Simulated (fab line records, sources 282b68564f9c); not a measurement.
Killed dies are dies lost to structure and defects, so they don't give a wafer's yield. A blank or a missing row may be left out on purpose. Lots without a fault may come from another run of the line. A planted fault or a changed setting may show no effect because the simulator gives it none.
Split-lot experiment | flow rit_cmos | 5 lots, 23 wafers read, on a route of 202 steps

THE SPLIT
At RIT_PLDD_IMPLANT_08, the setting dose_cm2 was moved away from the recipe's 9e+14 on 7 of the 23 wafers read, by -4.1% to +5.9%. The other wafers ran this setting at the recipe's value.

FROM THE SPLIT TO THE READING: what the file shows between them, 10 steps
- RIT_PLDD_STRIP_09: strips in O2, time 180 s
- RIT_PLDD_TW_MEAS_10
- RIT_SPACER_ETCHBACK_05: etches Si3N4 in SF6/CHF3, stops on SiO2, target depth 250 nm, time 240 s (also split here: time_s)
- RIT_PSD_COAT_01: resist thk 1000 nm (also split here: resist_thk_nm)
- RIT_PSD_SOFTBAKE_02: time 62.31 s
- RIT_PSD_EXPOSE_03: exposes mask M10, target cd 40900 nm
- RIT_PSD_DEVELOP_05: develop time 50 s
- RIT_PSD_HARDBAKE_07: time 60 s
- RIT_PSD_IMPLANT_08 (also split here: dose_cm2)
- RIT_PSD_STRIP_09: strips in O2, time 180 s

THE READING
PLDD_RS, in ohm/sq, at RIT_SDANNEAL_RS_MEAS_06 (measures by four-point-probe). Fault-free wafers of this fab line usually give 179.0 ohm/sq, standard deviation 0.5 ohm/sq.

wafer  | tool, chamber at the split | dose_cm2 as run | against the recipe | PLDD_RS, ohm/sq | against lot-mates on the recipe
L074.1 | implanter-03, 0            | 9e+14           | recipe             | 178.3           | -
L074.2 | implanter-03, 0            | 9e+14           | recipe             | 178.3           | -
L074.4 | implanter-03, 0            | 9.533e+14       | +5.9%              | 174.1           | -4.2
L074.5 | implanter-03, 0            | 9e+14           | recipe             | 178.4           | -
L074.6 | implanter-03, 0            | 9.533e+14       | +5.9%              | 173.8           | -4.5
L076.1 | implanter-02, 0            | 9e+14           | recipe             | 179.3           | -
L076.3 | implanter-02, 0            | 9e+14           | recipe             | 179.6           | -
L076.4 | implanter-02, 0            | 9e+14           | recipe             | 179.8           | -
L076.5 | implanter-02, 0            | 9.481e+14       | +5.3%              | 175.3           | -4.3
L076.6 | implanter-02, 0            | 9.481e+14       | +5.3%              | 175.3           | -4.3
L077.1 | implanter-03, 0            | 9e+14           | recipe             | 177.8           | -
L077.2 | implanter-03, 0            | 9e+14           | recipe             | 178.7           | -
L077.3 | implanter-03, 0            | 9e+14           | recipe             | 178.2           | -
L077.5 | implanter-03, 0            | 9e+14           | recipe             | 178.8           | -
L077.6 | implanter-03, 0            | 9e+14           | recipe             | 178.4           | -
L079.1 | implanter-03, 0            | 9e+14           | recipe             | 179.3           | -
L079.2 | implanter-03, 0            | 9e+14           | recipe             | 179.5           | -
L079.4 | implanter-03, 0            | 9e+14           | recipe             | 179.4           | -
L084.1 | implanter-02, 0            | 8.632e+14       | -4.1%              | 182.1           | +3.7
L084.2 | implanter-02, 0            | 8.632e+14       | -4.1%              | 182.7           | +4.3
L084.3 | implanter-02, 0            | 8.632e+14       | -4.1%              | 182.4           | +4.0
L084.4 | implanter-02, 0            | 9e+14           | recipe             | 178.3           | -
L084.5 | implanter-02, 0            | 9e+14           | recipe             | 178.5           | -

THE FIT
A straight line over all 23 wafers: PLDD_RS changes by -0.789 ohm/sq for each +1% of dose_cm2; r = -0.97; the points scatter about the line by 0.58 ohm/sq.
The same after taking each lot's own level away (the mean of its wafers on the recipe; 23 wafers): -0.834 ohm/sq for each +1%; r = -0.99; scatter 0.33 ohm/sq.
On that fit, the largest move of dose_cm2 shifts the reading by 4.9 ohm/sq.
The lots' own levels span 178.33 to 179.57 ohm/sq, that is 2.5 times the standard deviation above.
So the lot-to-lot level changes the slope little: the two slopes agree.
Check: with one of the wafers moved furthest among these (+5.9%) left out of the fit, the line predicts -4.96 ohm/sq for it against its lot-mates. It came out at -4.23 ohm/sq against them.

OTHER SPLITS ON THESE WAFERS
These wafers also went through other splits before the reading. Each is held against what the fit with the lots' levels taken away leaves over:
other split on the same wafers | wafers away from the commonest value | r with PLDD_RS (lot level and that fit taken away)
RIT_SPACER_ETCHBACK_05 time_s  | 10                                   | +0.12
RIT_PSD_COAT_01 resist_thk_nm  | 8                                    | -0.06
RIT_PSD_IMPLANT_08 dose_cm2    | 7                                    | -0.19

THE WHOLE CHAIN: every reading that the file lists as answering this split, in the file's order
step                    | what it does                 | reading | change (the file's fit)            | r (the file's)
RIT_PLDD_TW_MEAS_10     |                              | PLDD_TW | +5.98 for each +1% of the setting  | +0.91
RIT_SDANNEAL_RS_MEAS_06 | measures by four-point-probe | PLDD_RS | -0.807 for each +1% of the setting | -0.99

THE FILE'S OWN FIT
PLDD_RS changes by -0.807 ohm/sq for each +1% of dose_cm2, r = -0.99.
